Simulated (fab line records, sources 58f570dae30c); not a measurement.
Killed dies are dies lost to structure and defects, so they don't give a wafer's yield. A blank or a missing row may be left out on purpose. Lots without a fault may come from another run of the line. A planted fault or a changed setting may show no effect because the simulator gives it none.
Which tool did it? | flow berkeley_cmos170 | 7 lots, 21 wafers sampled, at 1 step of a route of 331

WHAT THE GAUGES READ, wafer by wafer
UCB170_PWELL_OVL_MEAS_13.
lot  | measured    | on         | PWELL_OVL (nm)
L398 | day 2 20:11 | overlay-01 | 5 7 7
L400 | day 3 17:07 | overlay-01 | -1 -3 7
L401 | day 4 02:47 | overlay-02 | -3 -2 -7
L410 | day 5 14:49 | overlay-01 | 6 2 3
L415 | day 6 21:19 | overlay-02 | 7 11 3
L417 | day 7 10:40 | overlay-02 | 2 -7 -7
L420 | day 8 00:54 | overlay-01 | -1 -1 -3

WHICH TOOL RAN EACH LOT (tool, then ch and the chambers of the sampled wafers, then the start)
The record holds no process step before these readings.

THE ANSWER, worked out from the rows above alone
Rule: what is usual is taken from the lots themselves. Put in order of their means at a reading, lots are off if they are a third of the lots or fewer, leave a main group of 4 or more, and stand apart from it by a gap of 3 or more times the standard deviation of the main group's means; of several such gaps the widest counts. A main group whose means are all the same, to the digits that the tables above print for the reading, isn't used. A lot without any number at a reading at which 4 lots or more have one is off too. The other lots that the step has rows for count as sound.
No lot is off at any reading shown: from this, nothing can be told.

WHAT THE SIMULATOR HAD PUT IN
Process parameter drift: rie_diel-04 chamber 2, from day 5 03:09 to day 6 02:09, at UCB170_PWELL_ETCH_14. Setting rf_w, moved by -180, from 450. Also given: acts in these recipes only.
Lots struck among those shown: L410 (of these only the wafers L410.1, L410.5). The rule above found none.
